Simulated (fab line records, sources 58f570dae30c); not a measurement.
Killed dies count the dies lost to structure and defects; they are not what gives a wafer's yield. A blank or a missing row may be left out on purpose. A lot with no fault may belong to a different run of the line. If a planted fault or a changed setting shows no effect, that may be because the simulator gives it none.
fab line records -- flow berkeleyCmos170
record: lots: 14, wafers: 42, lastDay: 12
route steps=331 shown NLDD@163
lots that met no fault: taken from a fault-free run of the same line
startH: the number of hours between the record's first day and the start of the first shown wafer of the lot -- waitH: hours elapsed since this lot's preceding step -- " unchanged from the row above -- L1.1+2: a row that stands for several wafers -- - no value present, or no start provided -- * or withheld: withheld -- < > ~ a bound
route shown NAME@n: a module of which the file shows steps, and the number in the route of the first -- usual: mean/standard deviation taken from wafers without a fault -- same: alike in all rows -- chamber/n: place in a boat -- sites: per-site readings -- _std_site: the values' standard deviation -- _edge_site: mean of outer sites minus mean of inner sites -- radiusMm: how far each site lies from the wafer's centre -- mask NAME#n: copy n -- behind: the tool/chamber that last shaped the wafer -- hold: what put the lot on hold/how long, in hours/how the hold closed -- device: whichever transistor did not switch (one of n, p or np) -- end of line: tests of these same wafers at the route's end -- step lacking rows: just its recipe -- killed: dies lost to structure and defects at the first sort, not the wafer's yield -- map: a wafer's dies, marking killed ones x, the rest . and places with no die _
set.NAME: the setting that was run; set.NAME@STEP: the one run at that earlier step -- model.NAME: the simulator's own value behind a step, which no gauge read
a sample of lots followed through the steps of the route, with each step as a table and each wafer as a row
== steps ==
step: UCB170_NLDD_DEVELOP_05
recipe: developer: TMAH, developTimeS: 45, resist: KrF, devTempC: 21
lot.wafer,tool,chamber,startH,waitH
L817.2+4+6,lithoTrack-01,0,114,-
L818.3+4+5,lithoTrack-04,0,119,-
L820.1+2+4,lithoTrack-04,0,141,-
L821.1+2+3,lithoTrack-04,0,141,-
L819.1+3+5,lithoTrack-04,0,142,-
L824.1+5+6,lithoTrack-02,0,147,-
L823.4+5+6,lithoTrack-04,0,147,-
L822.2+4+5,lithoTrack-01,0,147,-
L827.1+4+5,lithoTrack-01,0,170,-
L826.2+3+4,lithoTrack-04,0,170,-
L831.3+4+6,lithoTrack-01,0,190,-
L835.1+2+6,lithoTrack-01,0,222,-
L839.1+3+5,lithoTrack-01,0,238,-
L840.1+2+4,lithoTrack-04,0,238,-
step: UCB170_NLDD_TW_MEAS_11
usual: NLDD_TW: 2221/15
lot.wafer,tool,chamber,startH,waitH,NLDD_TW
L817.2,filmMetro-04,-,115.61,0.1,2218
L817.4,filmMetro-04,-,115.61,0.1,2218
L817.6,filmMetro-04,-,115.61,0.1,2222
L818.3,filmMetro-04,-,120.35,0.1,2213
L818.4,filmMetro-04,-,120.35,0.1,2224
L818.5,filmMetro-04,-,120.35,0.1,2211
L820.1,filmMetro-04,-,141.81,0.1,2205
L820.2,filmMetro-04,-,141.81,0.1,2194
L820.4,filmMetro-04,-,141.81,0.1,2210
L821.1,filmMetro-02,-,142.53,0.1,2248
L821.2,filmMetro-02,-,142.53,0.1,2254
L821.3,filmMetro-02,-,142.53,0.1,2238
L819.1,filmMetro-03,-,142.81,0.1,2221
L819.3,filmMetro-03,-,142.81,0.1,2233
L819.5,filmMetro-03,-,142.81,0.1,2232
L824.1,filmMetro-03,-,148.24,0.1,2216
L824.5,filmMetro-03,-,148.24,0.1,2203
L824.6,filmMetro-03,-,148.24,0.1,2203
L823.4,filmMetro-04,-,148.48,0.1,2214
L823.5,filmMetro-04,-,148.48,0.1,2204
L823.6,filmMetro-04,-,148.48,0.1,2194
L822.2,filmMetro-02,-,148.65,0.1,2254
L822.4,filmMetro-02,-,148.65,0.1,2252
L822.5,filmMetro-02,-,148.65,0.1,2247
L827.1,filmMetro-03,-,171.01,0.1,2210
L827.4,filmMetro-03,-,171.01,0.1,2214
L827.5,filmMetro-03,-,171.01,0.1,2216
L826.2,filmMetro-04,-,171.49,0.1,2224
L826.3,filmMetro-04,-,171.49,0.1,2218
L826.4,filmMetro-04,-,171.49,0.1,2203
L831.3,filmMetro-04,-,190.90,0.1,2215
L831.4,filmMetro-04,-,190.90,0.1,2204
L831.6,filmMetro-04,-,190.90,0.1,2220
L835.1,filmMetro-03,-,223.49,0.1,30
L835.2,filmMetro-03,-,223.49,0.1,30
L835.6,filmMetro-03,-,223.49,0.1,30
L839.1,filmMetro-03,-,239.28,0.1,30
L839.3,filmMetro-03,-,239.28,0.1,30
L839.5,filmMetro-03,-,239.28,0.1,30
L840.1,filmMetro-02,-,239.79,0.1,2231
L840.2,filmMetro-02,-,239.79,0.1,2230
L840.4,filmMetro-02,-,239.79,0.1,2237
== key ==
firstSign: step: UCB170_NLDD_TW_MEAS_11, reading: NLDD_TW, direction: down, sigmas: 99+, usual: 2221, struck: 30, through: controlLoop
effect none on later readings
metAt UCB170_NLDD_DEVELOP_05
struckLots L835,L839
sortLeftOut L835.1,L835.2,L835.6,L839.1,L839.3,L839.5
testerLeftOut L835,L839
loopTrim: step: UCB170_NLDD_EXPOSE_03, setting: dose, lots: L839
onsetBetween 190 222
fault: kind: processParameterDrift, tool: lithoTrack-01, chamber: -, onsetH: 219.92, steps: UCB170_NLDD_DEVELOP_05, channel: developTimeS, offset: *, shape: step, endH: 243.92, actsIn: *, stated: *
testerLeftOut: of these lots the tester's yield and bins aren't shown, on N5 and GAA mostly nor the transistor test; their killed dies are dies lost to structure and defects alone, not to doping, threshold or leakage, so they don't give the yield
sortLeftOut: the simulated sort isn't trusted on such a fault, so these wafers' sort isn't shown, and their yield isn't known
loopTrim: a control loop set the setting to another value than it would have without faults
